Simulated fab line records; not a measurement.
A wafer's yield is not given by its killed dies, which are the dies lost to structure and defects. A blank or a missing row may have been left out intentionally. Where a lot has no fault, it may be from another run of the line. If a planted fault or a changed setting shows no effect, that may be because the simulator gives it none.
fab line records	flow rit_cmos
[record] lots = 7	wafers = 21	last_day = 7
route steps=202 shown PSD@150 SDANNEAL@153 NSD@158 PLDD@159 NLDD@160 SILICIDE@161 M1@202
lots that met no fault: from a run of the same line without faults
start_h: the number of hours between the record's first day and the start of the first shown wafer of the lot	wait_h: time in hours since the lot's previous step	" same as the row above	L1.1+2: several wafers, shown together as one row	- value missing, or start not given	* or withheld: withheld	< > ~ a bound
route shown NAME@n: NAME is a module with steps in the file, n the number in the route of the first one	usual: mean and standard deviation over wafers with no fault	same: alike in all rows	chamber/n: place in a boat	sites: per-site readings	_std_site: standard deviation of those values	_edge_site: the outer-site mean with the inner-site mean subtracted	radius_mm: for every site, how far away it sits from the centre of the wafer	mask NAME#n: copy n	behind: tool/chamber where the wafer was last shaped	hold: why the lot went on hold/how many hours it stayed there/how the hold came to an end	device: the transistor (n, p or np) that didn't switch	end of line: the tests these same wafers got at the end of their route	a step with no rows: only its recipe	killed: the dies lost at the first sort to structure and to defects; this is not the yield of the wafer	map: a wafer's dies, x killed, . not, _ none there
set.NAME: the setting as run; set.NAME@STEP: as run at that earlier step	model.NAME: the simulator's own value behind a step, which no gauge read
lots seen at some steps along the route; tables by step, rows by wafer
services: a tool's chamber out of use, with start hour (start_h, from the record's first day; less than 0 if before it), hours out, and reason
[[steps]]
[step RIT_PSD_IMPLANT_08]
[recipe] species = BF2	energy_kev = 27	dose_cm2 = 5e+15	tilt_deg = 7
[step RIT_PSD_STRIP_09]
[recipe] chemistry = O2	time_s = 180	resist = NOVOLAK	platen_temp_c = withheld	power_w = 500	pressure_mtorr = 4000	o2_flow_sccm = 4000
[usual] chamber_pressure_mTorr = 4000/4	drypump_motor_current_A = 5.6/0.64
lot.wafer	tool	chamber	start_h	wait_h	chamber_pressure_mTorr	drypump_motor_current_A	rf_hours_counter_h
L564.1	plasma_asher-04	0	49.40	0.1	3999	5.0	42
L564.2	"	1	"	"	3996	6.5	42
L564.3	"	0	"	"	3997	4.9	-
L571.2	plasma_asher-02	1	86.43	0.1	3997	6.2	45
L571.4	"	1	"	"	4010	6.1	-
L571.6	"	1	"	"	4005	6.2	-
L572.1	plasma_asher-02	1	90.08	0.1	3999	6.2	45
L572.2	"	0	"	"	3998	5.3	45
L572.3	"	0	"	"	4001	5.3	-
L573.1	plasma_asher-02	1	95.95	0.1	3999	6.2	46
L573.3	"	1	"	"	4004	6.2	-
L573.4	"	0	"	"	4005	5.3	-
L575.3	plasma_asher-04	0	108.03	0.1	4005	5.0	-
L575.4	"	1	"	"	4000	6.6	-
L575.5	"	1	"	"	4004	6.6	-
L580.3	plasma_asher-02	1	140.23	0.1	3998	6.2	-
L580.4	"	0	"	"	4006	5.3	-
L580.5	"	1	"	"	3999	6.2	-
L585.2	plasma_asher-04	1	160.20	0.1	3999	6.6	54
L585.5	"	1	"	"	4003	6.6	-
L585.6	"	0	"	"	4004	5.0	-
[step RIT_PSD_TW_MEAS_10]
[usual] PSD_TW = 3409/33
lot.wafer	tool	chamber	start_h	wait_h	PSD_TW
L564.1	film_metro-02	-	49.57	0.1	3466
L564.2	"	-	"	"	3478
L564.3	"	-	"	"	3470
L571.2	film_metro-01	-	86.61	0.1	3397
L571.4	"	-	"	"	3390
L571.6	"	-	"	"	3379
L572.1	film_metro-03	-	90.25	0.1	3397
L572.2	"	-	"	"	3402
L572.3	"	-	"	"	3386
L573.1	film_metro-02	-	96.12	0.1	3458
L573.3	"	-	"	"	3472
L573.4	"	-	"	"	3457
L575.3	film_metro-01	-	108.17	0.1	3401
L575.4	"	-	"	"	3386
L575.5	"	-	"	"	3368
L580.3	film_metro-02	-	140.37	0.1	3490
L580.4	"	-	"	"	3473
L580.5	"	-	"	"	3483
L585.2	film_metro-01	-	160.39	0.1	3377
L585.5	"	-	"	"	3373
L585.6	"	-	"	"	3352
[step RIT_SDANNEAL_CLEAN_00]
[recipe] chemistry = SC1	mix = 3:3:50	time_s = 600	temp_c = 75
[step RIT_SDANNEAL_CLEAN_01]
[recipe] chemistry = dHF	dilution = 50:1	time_s = 30
[step RIT_SDANNEAL_CLEAN_02]
[recipe] chemistry = SC2	mix = 3:3:50	time_s = 600	temp_c = 75	dry = n2_spin
[step RIT_SDANNEAL_RTA_03]
[recipe] temp_c = 1050	time_s = 5	idle_temp_c = 600	ramp_up_c_per_s = 342	ramp_down_c_per_s = 171	cool_to_c = 600	ambient = N2
[usual] wafer_temp_C_max = 1053.5/1.2
lot.wafer	tool	chamber	start_h	wait_h	wafer_temp_C_max
L564.1	rtp_anneal-01	0	50.00	0.0	1053.3
L564.2	"	0	"	"	1053.8
L564.3	"	0	"	"	1053.3
L571.2	rtp_anneal-02	0	87.04	0.0	1057.5
L571.4	"	0	"	"	1056.0
L571.6	"	0	"	"	1054.1
L572.1	rtp_anneal-01	0	90.71	0.0	1055.3
L572.2	"	0	"	"	1052.9
L572.3	"	0	"	"	1052.8
L573.1	rtp_anneal-02	0	96.58	0.0	1053.1
L573.3	"	0	"	"	1052.7
L573.4	"	0	"	"	1053.9
L575.3	rtp_anneal-02	0	108.59	0.0	1055.3
L575.4	"	0	"	"	1053.3
L575.5	"	0	"	"	1052.4
L580.3	rtp_anneal-01	0	140.79	0.0	1052.3
L580.4	"	0	"	"	1056.5
L580.5	"	0	"	"	1051.3
L585.2	rtp_anneal-02	0	160.85	0.0	1052.4
L585.5	"	0	"	"	1054.7
L585.6	"	0	"	"	1054.7
[step RIT_SDANNEAL_RS_MEAS_04]
[recipe] thk_meas_gauge = four-point-probe
[usual] PSD_RS = 115.7/0.33
lot.wafer	tool	chamber	start_h	wait_h	PSD_RS[ohm/sq]
L564.1	film_metro-03	-	50.06	0.0	115.6
L564.2	"	-	"	"	116.1
L564.3	"	-	"	"	115.8
L571.2	film_metro-03	-	87.11	0.1	115.4
L571.4	"	-	"	"	115.7
L571.6	"	-	"	"	115.2
L572.1	film_metro-03	-	90.77	0.0	115.9
L572.2	"	-	"	"	115.8
L572.3	"	-	"	"	115.9
L573.1	film_metro-01	-	96.64	0.0	115.9
L573.3	"	-	"	"	115.7
L573.4	"	-	"	"	115.5
L575.3	film_metro-03	-	108.67	0.1	115.5
L575.4	"	-	"	"	115.6
L575.5	"	-	"	"	115.6
L580.3	film_metro-01	-	140.87	0.1	115.6
L580.4	"	-	"	"	115.7
L580.5	"	-	"	"	115.5
L585.2	film_metro-01	-	160.91	0.1	115.9
L585.5	"	-	"	"	116.1
L585.6	"	-	"	"	115.8
[step RIT_SDANNEAL_RS_MEAS_05]
[recipe] thk_meas_gauge = four-point-probe
[usual] NSD_RS = 84.39/0.24
lot.wafer	tool	chamber	start_h	wait_h	NSD_RS[ohm/sq]
L564.1	film_metro-03	-	50.18	0.1	84.47
L564.2	"	-	"	"	83.84
L564.3	"	-	"	"	84.36
L571.2	film_metro-03	-	87.23	0.1	84.56
L571.4	"	-	"	"	84.91
L571.6	"	-	"	"	84.59
L572.1	film_metro-03	-	90.89	0.1	84.47
L572.2	"	-	"	"	84.53
L572.3	"	-	"	"	84.66
L573.1	film_metro-01	-	96.76	0.1	84.37
L573.3	"	-	"	"	84.25
L573.4	"	-	"	"	84.16
L575.3	film_metro-03	-	108.79	0.1	84.60
L575.4	"	-	"	"	84.57
L575.5	"	-	"	"	84.60
L580.3	film_metro-01	-	140.99	0.1	84.62
L580.4	"	-	"	"	84.74
L580.5	"	-	"	"	84.40
L585.2	film_metro-01	-	161.03	0.1	84.18
L585.5	"	-	"	"	84.45
L585.6	"	-	"	"	84.66
[step RIT_SDANNEAL_RS_MEAS_06]
[recipe] thk_meas_gauge = four-point-probe
[usual] PLDD_RS = 178.4/0.43
lot.wafer	tool	chamber	start_h	wait_h	PLDD_RS[ohm/sq]
L564.1	film_metro-03	-	50.30	0.1	177.9
L564.2	"	-	"	"	178.6
L564.3	"	-	"	"	177.9
L571.2	film_metro-03	-	87.35	0.1	177.7
L571.4	"	-	"	"	177.5
L571.6	"	-	"	"	177.9
L572.1	film_metro-03	-	91.01	0.1	178.2
L572.2	"	-	"	"	178.2
L572.3	"	-	"	"	178.6
L573.1	film_metro-01	-	96.88	0.1	177.8
L573.3	"	-	"	"	178.2
L573.4	"	-	"	"	178.4
L575.3	film_metro-03	-	108.91	0.1	178.3
L575.4	"	-	"	"	178.6
L575.5	"	-	"	"	177.9
L580.3	film_metro-01	-	141.11	0.1	178.6
L580.4	"	-	"	"	178.5
L580.5	"	-	"	"	178.2
L585.2	film_metro-01	-	161.15	0.1	179.2
L585.5	"	-	"	"	178.3
L585.6	"	-	"	"	178.9
[step RIT_SDANNEAL_RS_MEAS_07]
[recipe] thk_meas_gauge = four-point-probe
[usual] NLDD_RS = 151.5/0.47
lot.wafer	tool	chamber	start_h	wait_h	NLDD_RS[ohm/sq]
L564.1	film_metro-03	-	50.42	0.1	151.2
L564.2	"	-	"	"	151.3
L564.3	"	-	"	"	151.3
L571.2	film_metro-03	-	87.47	0.1	150.7
L571.4	"	-	"	"	150.8
L571.6	"	-	"	"	151.0
L572.1	film_metro-03	-	91.13	0.1	151.4
L572.2	"	-	"	"	151.6
L572.3	"	-	"	"	150.9
L573.1	film_metro-01	-	97.00	0.1	151.9
L573.3	"	-	"	"	151.4
L573.4	"	-	"	"	151.9
L575.3	film_metro-03	-	109.03	0.1	152.0
L575.4	"	-	"	"	152.0
L575.5	"	-	"	"	152.0
L580.3	film_metro-01	-	141.23	0.1	151.8
L580.4	"	-	"	"	151.8
L580.5	"	-	"	"	151.7
L585.2	film_metro-01	-	161.27	0.1	152.4
L585.5	"	-	"	"	152.0
L585.6	"	-	"	"	151.4
[step RIT_SILICIDE_WET_ETCH_00]
[recipe] chemistry = BOE	target = SiO2	target_depth_nm = 14	time_s = 15	dry = n2_spin	dilution = 10:1	temp_c = 21.5
[step RIT_SILICIDE_SPUTTER_01]
[recipe] material = Ti	target_thk_nm = 30	power_w = 350	chamber_pressure_pa = 0.667	gas = Ar	time_s = 240	substrate_temp_c = 25
[usual] throttle_valve_pct = 30.0/1
lot.wafer	tool	chamber	start_h	wait_h	throttle_valve_pct
L564.1	pvd_sputter-04	-	50.55	0.0	31.5
L564.2	"	-	"	"	29.1
L564.3	"	-	"	"	28.9
L571.2	pvd_sputter-04	-	87.58	0.0	29.8
L571.4	"	-	"	"	28.8
L571.6	"	-	"	"	29.2
L572.1	pvd_sputter-03	-	91.26	0.0	30.5
L572.2	"	-	"	"	28.2
L572.3	"	-	"	"	29.3
L573.1	pvd_sputter-04	-	97.13	0.0	30.0
L573.3	"	-	"	"	28.7
L573.4	"	-	"	"	29.3
L575.3	pvd_sputter-03	-	109.12	0.0	31.0
L575.4	"	-	"	"	29.5
L575.5	"	-	"	"	30.6
L575.3	pvd_sputter-03	-	109.44	0.2	31.0
L575.4	"	-	"	"	29.2
L575.5	"	-	"	"	30.3
L580.3	pvd_sputter-01	-	141.32	0.0	31.1
L580.4	"	-	"	"	31.3
L580.5	"	-	"	"	31.1
L580.3	pvd_sputter-01	-	141.64	0.2	31.0
L580.4	"	-	"	"	31.2
L580.5	"	-	"	"	31.1
L585.2	pvd_sputter-01	-	161.39	0.0	30.8
L585.5	"	-	"	"	30.0
L585.6	"	-	"	"	30.8
L585.2	pvd_sputter-01	-	161.70	0.2	31.0
L585.5	"	-	"	"	29.6
L585.6	"	-	"	"	30.7
[step RIT_SILICIDE_RS_MEAS_02]
[recipe] thk_meas_gauge = four-point-probe	reads = Ti_of_SILICIDE_SPUTTER_01
[usual] SILICIDE_TI_RS = 47.6/0.63
lot.wafer	tool	chamber	start_h	wait_h	SILICIDE_TI_RS[ohm/sq]
L564.1	film_metro-04	-	50.70	0.1	48.3
L564.2	"	-	"	"	48.0
L564.3	"	-	"	"	48.0
L571.2	film_metro-04	-	87.75	0.1	48.0
L571.4	"	-	"	"	48.9
L571.6	"	-	"	"	48.6
L572.1	film_metro-04	-	91.41	0.1	48.3
L572.2	"	-	"	"	48.1
L572.3	"	-	"	"	48.0
L573.1	film_metro-04	-	97.28	0.1	46.8
L573.3	"	-	"	"	46.5
L573.4	"	-	"	"	46.7
L575.3	film_metro-04	-	109.77	0.3	20.3
L575.4	"	-	"	"	20.5
L575.5	"	-	"	"	20.4
L575.3	film_metro-04	-	110.06	0.3	20.3
L575.4	"	-	"	"	20.6
L575.5	"	-	"	"	20.5
L580.3	film_metro-03	-	141.83	0.1	20.7
L580.4	"	-	"	"	20.6
L580.5	"	-	"	"	20.5
L580.3	film_metro-03	-	142.12	0.3	20.8
L580.4	"	-	"	"	20.7
L580.5	"	-	"	"	20.7
L585.2	film_metro-02	-	161.87	0.1	20.2
L585.5	"	-	"	"	20.0
L585.6	"	-	"	"	20.0
L585.2	film_metro-02	-	162.28	0.4	20.3
L585.5	"	-	"	"	20.1
L585.6	"	-	"	"	20.1
[step RIT_SILICIDE_THK_MEAS_03]
[recipe] thk_meas_gauge = xrf	reads = Ti_of_SILICIDE_SPUTTER_01
[usual] SILICIDE_TI_THK = 30.2/0.36
lot.wafer	tool	chamber	start_h	wait_h	SILICIDE_TI_THK[nm]
L564.1	film_metro-04	-	50.82	0.1	30.0
L564.2	"	-	"	"	30.2
L564.3	"	-	"	"	30.1
L571.2	film_metro-04	-	87.86	0.1	30.2
L571.4	"	-	"	"	29.7
L571.6	"	-	"	"	29.9
L572.1	film_metro-04	-	91.53	0.1	29.9
L572.2	"	-	"	"	30.0
L572.3	"	-	"	"	30.2
L573.1	film_metro-04	-	97.40	0.1	30.9
L573.3	"	-	"	"	31.0
L573.4	"	-	"	"	30.8
L575.3	film_metro-04	-	121.24	11.2	60.8
L575.4	"	-	"	"	60.1
L575.5	"	-	"	"	60.5
L575.3	film_metro-04	-	121.47	0.2	61.1
L575.4	"	-	"	"	60.2
L575.5	"	-	"	"	60.7
L580.3	film_metro-03	-	143.43	1.3	58.8
L580.4	"	-	"	"	59.2
L580.5	"	-	"	"	59.0
L580.3	film_metro-03	-	143.65	0.2	58.7
L580.4	"	-	"	"	59.1
L580.5	"	-	"	"	59.3
L585.2	film_metro-02	-	168.21	5.9	60.5
L585.5	"	-	"	"	60.9
L585.6	"	-	"	"	61.2
L585.2	film_metro-02	-	168.44	0.2	60.7
L585.5	"	-	"	"	61.2
L585.6	"	-	"	"	60.8
[step RIT_M1_PROBE_99]
[usual] defect_limited_yield = 97.5/1	killed_at_front_end = 6.6/2.7	killed_dies = 6.6/2.7	killed_open = 3.3/1.8	killed_short = 3.4/1.9	sort_bin_3_pad_short = 0.1/0.19	sort_bin_5_function = 1.5/0.78	sort_bin_6_memory = 0.9/0.63	sort_n_pass = 257.4/2.7	sort_yield_pct = 97.5/1
[same] gross_dies = 264	killed_at_M0_to_M3 = 0	killed_at_M4_up = 0	killed_at_back_side = 0	killed_at_contacts = 0	killed_at_other = 0
lot.wafer	tool	chamber	start_h	wait_h	defect_limited_yield[%]	killed_at_front_end	killed_dies	killed_open	killed_short	sort_bin_3_pad_short[%]	sort_bin_5_function[%]	sort_bin_6_memory[%]	sort_n_pass	sort_yield_pct[%]
L564.1	prober-01	-	57.54	0.1	98.9	3	3	2	1	0	0.4	0.8	261.0	98.9
L564.2	prober-01	-	57.59	0.1	97.7	6	6	2	4	0	1.1	1.1	258.0	97.7
L564.3	prober-01	-	57.64	0.2	98.5	4	4	2	2	0	1.1	0.4	260.0	98.5
L571.2	prober-02	-	95.00	0.1	95.8	11	11	4	7	0	2.7	1.5	253.0	95.8
L571.4	prober-02	-	95.10	0.2	96.6	9	9	3	6	0	1.1	2.3	255.0	96.6
L571.6	prober-02	-	95.20	0.2	98.1	5	5	0	5	0	0.8	1.1	259.0	98.1
L572.1	prober-01	-	99.09	0.1	97.0	8	8	3	5	0	2.7	0.4	256.0	97.0
L572.2	prober-01	-	99.14	0.1	97.3	7	7	4	3	0	2.3	0.4	257.0	97.3
L572.3	prober-01	-	99.19	0.2	97.7	6	6	5	1	0	1.5	0.8	258.0	97.7
L573.1	prober-02	-	106.03	0.1	98.9	3	3	2	1	0	1.1	0	261.0	98.9
L573.3	prober-02	-	106.13	0.2	97.0	8	8	2	6	0.8	2.3	0	256.0	97.0
L573.4	prober-02	-	106.18	0.2	96.6	9	9	3	6	0.4	1.5	1.5	255.0	96.6
// killed by level:class
L564.1 GATE:geometric_particle:open=1 SPACER:geometric_particle:short=1 SILICIDE:geometric_particle:open=1
L564.2 FOX1:geometric_particle:short=1 FOX1:geometric_particle:open=1 GATE:geometric_particle:short=1 GATE:geometric_particle:open=1 REOX:geometric_particle:short=1 SILICIDE:geometric_particle:short=1
L564.3 REOX:geometric_particle:open=2 GATE:geometric_particle:short=1 REOX:geometric_particle:short=1
L571.2 SPACER:geometric_particle:short=4 GATE:geometric_particle:open=2 FOX1:geometric_particle:short=1 FOX2:geometric_particle:short=1 FOX2:geometric_particle:open=1 GATE:geometric_particle:short=1 SILICIDE:geometric_particle:open=1
L571.4 FOX1:geometric_particle:short=2 SPACER:geometric_particle:open=2 FOX1:geometric_particle:open=1 GATE:geometric_particle:short=1 REOX:geometric_particle:short=1 SPACER:geometric_particle:short=1 SILICIDE:geometric_particle:short=1
L571.6 SPACER:geometric_particle:short=2 FOX1:geometric_particle:short=1 FOX2:geometric_particle:short=1 REOX:geometric_particle:short=1
L572.1 FOX1:geometric_particle:short=1 FOX1:geometric_particle:open=1 GATE:geometric_particle:short=1 REOX:geometric_particle:open=1 REOX:geometric_particle:short=1 SPACER:geometric_particle:open=1 SPACER:geometric_particle:short=1 SILICIDE:geometric_particle:short=1
L572.2 FOX1:geometric_particle:open=1 FOX1:geometric_particle:short=1 GATE:geometric_particle:open=1 GATE:geometric_particle:short=1 REOX:geometric_particle:short=1 REOX:geometric_particle:open=1 SILICIDE:geometric_particle:open=1
L572.3 GATE:geometric_particle:open=2 FOX1:geometric_particle:open=1 GATE:geometric_particle:short=1 REOX:geometric_particle:open=1 SPACER:geometric_particle:open=1
L573.1 GATE:geometric_particle:open=1 GATE:geometric_particle:short=1 REOX:geometric_particle:open=1
L573.3 FOX1:geometric_particle:short=3 GATE:geometric_particle:short=2 FOX1:geometric_particle:open=1 GATE:geometric_particle:open=1 SILICIDE:geometric_particle:short=1
L573.4 GATE:geometric_particle:short=3 SILICIDE:geometric_particle:open=2 SILICIDE:geometric_particle:short=2 ACTIVE:geometric_particle:short=1 FOX1:geometric_particle:open=1
[[services]]
tool	chamber	start_h	hours	kind
pvd_sputter-03	-	29.76	0.6	repair
plasma_asher-04	-	39.45	0.6	repair
pvd_sputter-01	-	41.94	0.6	repair
pvd_sputter-04	-	57.42	1.2	repair
pvd_sputter-01	-	57.82	8.3	repair
pvd_sputter-01	-	96.90	34.4	repair
pvd_sputter-03	-	100.29	3.2	repair
pvd_sputter-04	-	102.50	2.4	repair
rtp_anneal-01	-	104.43	1.3	pm
plasma_asher-02	-	108.75	9.0	pm
plasma_asher-02	0	108.75	9.0	vent_cycle
plasma_asher-02	1	108.75	9.0	vent_cycle
pvd_sputter-03	-	116.03	5.1	repair
plasma_asher-02	0	117.75	-	clean
plasma_asher-02	1	117.75	-	clean
pvd_sputter-04	-	137.43	4.4	repair
[[key]]
[first_sign] step = RIT_SILICIDE_SPUTTER_01	reading = visit	direction = added
[effect] step = RIT_SILICIDE_RS_MEAS_02	reading = visit	direction = added
[effect] step = RIT_SILICIDE_RS_MEAS_02	reading = SILICIDE_TI_RS	direction = down	sigmas = 43	usual = 47.6	struck = 20.4
[effect] step = RIT_SILICIDE_THK_MEAS_03	reading = visit	direction = added
[effect] step = RIT_SILICIDE_THK_MEAS_03	reading = SILICIDE_TI_THK	direction = up	sigmas = 83	usual = 30.2	struck = 60.1
met_at RIT_SILICIDE_SPUTTER_01
struck_wafers L575.3,L575.4,L575.5,L580.3,L580.4,L580.5,L585.2,L585.5,L585.6
scrapped_behind RIT_SILICIDE_THK_MEAS_03 L575.3,L575.4,L575.5,L580.3,L580.4,L580.5,L585.2,L585.5,L585.6
[fault] kind = repeated_step_whole	tool = pvd_sputter-01,pvd_sputter-03,pvd_sputter-04	chamber = -	onset_h = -	steps = RIT_SILICIDE_SPUTTER_01	times = 1	scope = struck_lots_only
